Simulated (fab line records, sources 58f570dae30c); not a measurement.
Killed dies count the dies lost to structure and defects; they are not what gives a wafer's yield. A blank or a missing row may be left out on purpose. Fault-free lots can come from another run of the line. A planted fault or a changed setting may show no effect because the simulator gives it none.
Struck lot and sound lot, side by side | flow berkeley-cmos170 | 14 steps out of a route of 331
Sound: the wafers L567.1, L567.3, L567.4. Wafers L574.1, L574.3, L574.4 were the ones struck. Last of all comes the cause.
Each step with rows lists, per side, the tool, then ch with its chambers, then its first start. Under that, the readings that differ: sound wafers | struck wafers | difference of the means | sigmas: that difference in standard deviations of wafers without a fault.
alike: readings whose means differ by less than 2 such deviations, and words and numbers that are the same on both sides. not compared: withheld readings, readings that some wafer has no value for, bounds like >300 that may hide the same value, and numbers for which the record gives no deviation and whose values overlap.
The two part at a step that has a row with sigmas, a row that says differs or no value, or rows on one side only. Numbers that don't overlap but have no deviation are shown without sigmas and don't part them. A reading missing from all wafers of one side parts the sides only when that side holds two or more wafers.

first, 2 steps without rows for these wafers: UCB170_NLDD_PEB_04; UCB170_NLDD_DEVELOP_05 (develop time 45 s).
UCB170_NLDD_CD_MEAS_06: target cd 1200 nm.
  struck on cd-sem-02, day 9 22:32; sound on cd-sem-02, day 7 15:14
  alike: cd-nm
UCB170_NLDD_OVL_MEAS_07:
  struck on overlay-02, day 9 22:40; sound on overlay-01, day 7 15:21
  alike: NLDD_OVL
then, 2 steps without rows for these wafers: UCB170_NLDD_IMPLANT_08; UCB170_NLDD_IMPLANT_09.
UCB170_NLDD_STRIP_10: strips in O2.
  sound on plasma-asher-01 ch 0,1, day 7 15:43; struck on plasma-asher-04 ch 0,1, day 9 22:59
  alike: chamber-pressure-mTorr, drypump-motor-current-A, oes-product-au, strip-time-to-endpoint-s
  not compared: rf-hours-counter-h
UCB170_NLDD_TW_MEAS_11:
  struck on film-metro-02, day 9 23:05; sound on film-metro-01, day 7 15:49
  reading | sound          | struck         | difference | sigmas
  NLDD_TW | 2189 2190 2191 | 2237 2220 2231 | +39        | +2
then, 1 step without rows for these wafers: UCB170_NLDD_CLEAN_12 (cleans in SPM, time 600 s).
UCB170_SPACER_CVD_00: deposits SiO2 from TEOS/O2, target thk 376 nm, time 47 s.
  sound on pecvd-01 ch 0,2, day 7 16:04; struck on pecvd-03 ch 0,1, day 9 23:20
  alike: heater-power-w
UCB170_SPACER_THK_MEAS_01:
  struck on film-metro-04, day 9 23:22; sound on film-metro-02, day 7 16:06
  alike: SPACER_TEOS_THK
then, 1 step without rows for these wafers: UCB170_SPACER_ANNEAL_02 (time 1800 s).
UCB170_SPACER_ETCHBACK_03: etches SiO2 in CHF3/CF4/Ar, stops on Si, target depth 376 nm, time 100 s.
  sound on rie-diel-04 ch 0,1,2, day 7 20:29; struck on rie-diel-04 ch 0,1,3, day 10 06:17
  no value came back on the struck wafers for any of 7 readings (CHF3_flow_sccm (sccm), cf4-flow-sccm (sccm) and others); on the sound wafers CHF3_flow_sccm (sccm) reads 50.00 50.01 50.00
  reading                                  | sound             | struck            | difference | sigmas
  model.SiO2_of_SPACER_CVD_00.thk-nm (nm)  | 0 0 0             | 372.4 374.6 378.7 | +375.2     |
  model.poly-Si_of_GATE_CVD_04.thk-nm (nm) | 213.6 213.5 211.8 | 215.6 214.6 215.3 | +2.2       |
UCB170_M3_PROBE_99:
  the record has rows for the struck wafers here (prober-02, day 11 12:10) and none for the sound ones

## WHERE THEY PART
Earliest at UCB170_NLDD_TW_MEAS_11; latest, in this record, at UCB170_M3_PROBE_99.

WHY: what the simulator had put in
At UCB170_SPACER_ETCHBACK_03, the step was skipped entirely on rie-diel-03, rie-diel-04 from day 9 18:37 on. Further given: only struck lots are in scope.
